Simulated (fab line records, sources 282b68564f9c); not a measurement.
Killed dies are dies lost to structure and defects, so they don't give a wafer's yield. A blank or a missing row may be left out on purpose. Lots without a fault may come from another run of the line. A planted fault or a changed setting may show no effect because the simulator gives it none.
Chamber matching | flow rit_cmos | RIT_GATE_ETCH_19 on rie_si-01: 4 sister chambers
The step etches poly-Si in SF6/CHF3/O2, stops on SiO2, time 165 s, target depth 312.5 nm. 4 wafers are shown with their chamber, then 8 later ones without.

WAFERS WITH THEIR CHAMBER
wafer  | chamber | throttle_valve_pct (%)
L492.3 | 0       | 10.00
L500.3 | 2       | 10.28
L500.6 | 3       | 10.08
L502.3 | 1       | 10.31

WAFERS WITHOUT THEIR CHAMBER
wafer  | throttle_valve_pct (%)
L502.4 | 9.99
L502.6 | 10.30
L512.4 | 10.29
L512.5 | 9.97
L512.6 | 10.09
L514.1 | 10.07
L514.3 | 10.28
L514.4 | 10.31

WHICH CHAMBER EACH WENT THROUGH
wafer  | from the rows above     | in truth
L502.4 | 0                       | 0
L502.6 | can't be placed: 1 or 2 | 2
L512.4 | can't be placed: 2 or 1 | 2
L512.5 | 0                       | 0
L512.6 | 3                       | 3
L514.1 | 3                       | 3
L514.3 | 2                       | 2
L514.4 | 1                       | 1
Placed correctly: 6 of 8. Can't be placed from these rows: 2 (the true chamber is among the candidates in 2). Placed wrongly: 0.
How it was worked out, from the rows above alone: a wafer's distance from a chamber is the root of the sum, over the readings, of the square of ((its reading less the chamber's mean) divided by the reading's scatter). The wafer belongs to the nearest chamber; if the next one is less than 2 further off, it can't be placed. A chamber's mean is the mean of its shown wafers. The scatter: with one shown wafer a chamber, the root of the mean of the squares of how far each hidden wafer lies from its nearest shown one.
